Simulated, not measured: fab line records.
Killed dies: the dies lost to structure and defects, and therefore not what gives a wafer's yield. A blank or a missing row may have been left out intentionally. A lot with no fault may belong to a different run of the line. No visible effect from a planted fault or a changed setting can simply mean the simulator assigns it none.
Comparing a struck lot with a sound one | flow rit-cmos | 15 steps out of a route of 202
Sound: the wafers L783.1, L783.4, L783.5. The struck wafers were L791.2, L791.5, L791.6. The cause is named last.
For every step that has rows: the tool of each side, followed by ch and its chambers, followed by its first start. Under that, the readings that differ: sound wafers | struck wafers | difference of the means | sigmas: that difference in standard deviations of wafers without a fault.
alike: a reading whose means differ by less than 2 such deviations, as well as words and numbers matching on both sides. not compared: withheld readings; readings where some wafer has no value; bounds like >300 that might hide an equal value; numbers whose values overlap and for which the record gives no deviation.
The two part at a step that has a row with sigmas, a row that says differs or no value, or rows on one side only. When numbers do not overlap yet have no deviation, they are printed without sigmas and do not part them. Lack of a reading on every wafer of one side parts them only where that side has two or more wafers.

RIT_NSD_OVL_MEAS_06:
  sound on overlay-02 at day 4 09:46; struck on overlay-02 at day 6 06:34
  alike: NSD_OVL
then, 2 steps without rows for these wafers: RIT_NSD_HARDBAKE_07 (time 60 s); RIT_NSD_IMPLANT_08.
RIT_NSD_STRIP_09: strips in O2, time 180 s.
  sound on plasma-asher-01 ch 0,1, day 4 10:05; struck on plasma-asher-01 ch 0,1, day 6 07:01
  alike: drypump-motor-current-A
  not compared: rf-hours-counter-h
RIT_NSD_TW_MEAS_10:
  sound on film-metro-02 at day 4 10:16; struck on film-metro-03 at day 6 07:12
  alike: NSD_TW
then, 6 steps without rows for these wafers: RIT_PSD_HMDS_00 (prime time 60 s); RIT_PSD_COAT_01 (resist thk 1000 nm); RIT_PSD_SOFTBAKE_02 (time 60 s); RIT_PSD_EXPOSE_03 (exposes mask M10, target cd 40900 nm); RIT_PSD_PEB_04; RIT_PSD_DEVELOP_05 (develop time 50 s).
RIT_PSD_OVL_MEAS_06:
  sound on overlay-02 at day 4 11:18; struck on overlay-02 at day 6 08:14
  alike: PSD_OVL
RIT_PSD_HARDBAKE_07: time 60 s.
  sound on litho-track-02 ch 0, day 4 11:20; struck on litho-track-02 ch 0, day 6 08:17
  reading                                  | sound                | struck               | difference | sigmas
  heater-power-total-W (W)                 | 62.63 62.62 62.46    | 66.49 66.50 66.62    | +3.97      | +79
  plate-temp-C (C)                         | 139.90 139.98 140.10 | 146.82 147.08 147.03 | +6.98      | +54
  model.NOVOLAK_of_PSD_COAT_01.thk-nm (nm) | 878.1 880.8 879.3    | 872.6 873.6 873.7    | -6.1       |
after that, 1 step had no rows for these wafers: RIT_PSD_IMPLANT_08.
RIT_M1_PROBE_99:
  only the struck wafers here have rows in the record (prober-02, day 6 18:03); the sound ones have none

== WHERE THEY PART ==
First at RIT_PSD_HARDBAKE_07; last, within this record, at RIT_M1_PROBE_99.

WHY: what had been put in by the simulator
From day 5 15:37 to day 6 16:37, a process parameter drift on litho-track-02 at RIT_PSD_HARDBAKE_07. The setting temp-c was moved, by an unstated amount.
